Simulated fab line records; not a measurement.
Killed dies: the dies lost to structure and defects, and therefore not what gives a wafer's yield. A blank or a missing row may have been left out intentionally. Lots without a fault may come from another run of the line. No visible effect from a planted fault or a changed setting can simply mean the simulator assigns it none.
The tool behind it: which one? + flow berkeley_cmos170 + 7 lots with 21 wafers sampled at 2 steps, on a route of 331 steps

WHAT THE GAUGES READ, wafer by wafer
UCB170_M2_RS_MEAS_02: a four-point-probe measurement.
| lot  | measured     | on            | M2_AL_RS (ohm/sq)    |
|------|--------------|---------------|----------------------|
| L560 | day 7 13:13  | film_metro-02 | 0.0316 0.0319 0.0313 |
| L562 | day 8 12:06  | film_metro-03 | 0.0315 0.0318 0.0314 |
| L565 | day 9 06:26  | film_metro-03 | 0.0321 0.0321 0.0321 |
| L570 | day 9 22:23  | film_metro-04 | 0.0320 0.0316 0.0315 |
| L569 | day 10 04:12 | film_metro-03 | 0.0324 0.0325 0.0327 |
| L575 | day 11 01:53 | film_metro-03 | 0.0364 0.0363 0.0359 |
| L581 | day 12 06:04 | film_metro-03 | 0.0319 0.0318 0.0316 |

WHICH TOOL RAN EACH LOT (tool, then ch and the chambers of the sampled wafers, then the start)
| lot  | UCB170_M2_SPUTTER_01         |
|------|------------------------------|
| L560 | pvd_sputter-04, day 7 13:08  |
| L562 | pvd_sputter-01, day 8 12:01  |
| L565 | pvd_sputter-02, day 9 06:21  |
| L570 | pvd_sputter-04, day 9 22:17  |
| L569 | pvd_sputter-01, day 10 04:07 |
| L575 | pvd_sputter-04, day 11 01:48 |
| L581 | pvd_sputter-02, day 12 05:56 |
- UCB170_M2_SPUTTER_01: material Al, target thk 900 nm, time 120 s.

THE ANSWER, worked out from the rows above alone
Rule: usual is defined by the lots themselves. The widest of any qualifying gaps counts: lots, ordered by their means at a reading, are off when they make up no more than a third of the lots, leave a main group of 4 or more, and stand apart from it by 3 or more times the standard deviation of that group's means. A main group whose means are all the same, to the digits that the tables above print for the reading, isn't used. A lot without any number at a reading at which 4 lots or more have one is off too. The other lots that the step has rows for count as sound.
Off: L575, seen at UCB170_M2_RS_MEAS_02 (M2_AL_RS). Main group: mean 0.0319 ohm/sq, sd 0.00034.
A tool fits if, at a process step before that reading, it ran every lot that is off, and no sound lot after the first of them. The gauges at UCB170_M2_RS_MEAS_02 are tried like those tools. One fits: UCB170_M2_SPUTTER_01 on pvd_sputter-04. A fault onset in the window from L570 (day 9 22:17, its last sound lot) to L575 (day 11 01:48, its first lot off) fits.

WHAT THE SIMULATOR HAD INSERTED
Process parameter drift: pvd_sputter-04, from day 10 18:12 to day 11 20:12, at UCB170_M2_SPUTTER_01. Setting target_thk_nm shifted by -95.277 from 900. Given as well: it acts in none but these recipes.
Struck lots among those shown: L575. The rule given above showed the same thing.
